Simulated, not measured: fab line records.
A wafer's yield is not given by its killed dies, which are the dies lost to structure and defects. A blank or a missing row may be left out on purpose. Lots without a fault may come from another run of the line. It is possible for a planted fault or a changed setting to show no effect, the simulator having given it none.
Which tool is to blame?	flow rit cmos	15 lots with 45 wafers sampled at 2 steps, on a route of 202 steps

== WHAT THE GAUGES READ, wafer by wafer ==
RIT_PRETRO_OVL_MEAS_06.
lot	measured	on	PRETRO_OVL (nm)
L607	day 2 08:13	overlay-02	1.6 -0.2 0.4
L608	day 2 14:16	overlay-01	1.9 0.6 -1.0
L611	day 3 05:01	overlay-01	1.3 2.2 2.1
L612	day 3 08:43	overlay-02	0.5 2.7 -0.5
L615	day 4 04:23	overlay-02	0.8 1.5 -0.2
L617	day 4 11:47	overlay-01	- - -
L618	day 4 16:28	overlay-01	- - -
L619	day 4 21:43	overlay-01	- - -
L620	day 5 05:20	overlay-02	1.7 1.5 1.7
L624	day 5 21:34	overlay-01	2.2 0.6 -0.2
L625	day 6 01:35	overlay-01	2.8 2.8 2.6
L626	day 6 09:24	overlay-01	1.2 0.0 1.2
L628	day 6 18:04	overlay-01	1.5 1.8 1.0
L629	day 6 22:06	overlay-01	0.0 0.3 0.2
L630	day 7 05:32	overlay-02	0.4 -0.7 -0.6

== TOOL THAT RAN EACH LOT (tool first, then ch and the chambers of the sampled wafers, then the start) ==
lot	RIT_PRETRO_COAT_01
L607	litho track-02 ch 0, day 2 07:22
L608	litho track-02 ch 0, day 2 13:31
L611	litho track-03 ch 0, day 3 04:19
L612	litho track-01 ch 0, day 3 08:01
L615	litho track-02 ch 0, day 4 03:32
L617	litho track-02, day 4 11:04
L618	litho track-01, day 4 15:37
L619	litho track-02, day 4 20:54
L620	litho track-03 ch 0, day 5 04:38
L624	litho track-02 ch 0, day 5 20:50
L625	litho track-02 ch 0, day 6 00:44
L626	litho track-03 ch 0, day 6 08:40
L628	litho track-01 ch 0, day 6 17:11
L629	litho track-01 ch 0, day 6 21:16
L630	litho track-01 ch 0, day 7 04:43
- RIT_PRETRO_COAT_01: resist thk 1300 nm.

== AS READ BY THE TOOLS THEMSELVES (means over the sampled wafers that have a number; for cases with no such wafer, the mark the record gives instead) ==
RIT_PRETRO_COAT_01.
lot	tool	chill plate temp C (C)	dispense pressure kPa (kPa)
L607	litho track-02	22.98	49.7
L608	litho track-02	22.94	49.7
L611	litho track-03	23.00	54.4
L612	litho track-01	22.94	55.6
L615	litho track-02	23.05	49.7
L617	litho track-02	-	-
L618	litho track-01	-	-
L619	litho track-02	-	-
L620	litho track-03	22.93	54.4
L624	litho track-02	23.04	49.7
L625	litho track-02	22.89	49.7
L626	litho track-03	22.96	54.4
L628	litho track-01	23.00	55.5
L629	litho track-01	22.93	55.5
L630	litho track-01	22.93	55.5

== THE ANSWER, worked out from the rows above alone ==
Rule: usual is defined by the lots themselves. The widest of any qualifying gaps counts: lots, ordered by their means at a reading, are off when they make up no more than a third of the lots, leave a main group of 4 or more, and stand apart from it by 3 or more times the standard deviation of that group's means. Not used: any main group whose means are identical at the precision the tables above print for the reading. A lot without any number at a reading at which 4 lots or more have one is off too. Where the step has rows for the other lots, those lots are counted as sound. First the gauges in route order, then the tools' own readings, where a lot's mean is used as printed above. At the first step where some lot is off, the reading lying furthest off is the one used; lots without a number count as furthest.
Off: L617, L618, L619, seen at RIT_PRETRO_OVL_MEAS_06 (PRETRO_OVL). Without a number there: L617, L618, L619. The main group has a mean of 1.0 nm with a standard deviation of 0.78.
A tool fits if, at a process step before that reading, it ran every lot that is off, and no sound lot after the first of them. Not tried: the gauges at RIT_PRETRO_OVL_MEAS_06; whatever is off there is also off at RIT_PRETRO_COAT_01, on other tools, and gauge error can't account for it. Not one of the candidates tried fits.

== WHAT HAD BEEN PUT IN BY THE SIMULATOR ==
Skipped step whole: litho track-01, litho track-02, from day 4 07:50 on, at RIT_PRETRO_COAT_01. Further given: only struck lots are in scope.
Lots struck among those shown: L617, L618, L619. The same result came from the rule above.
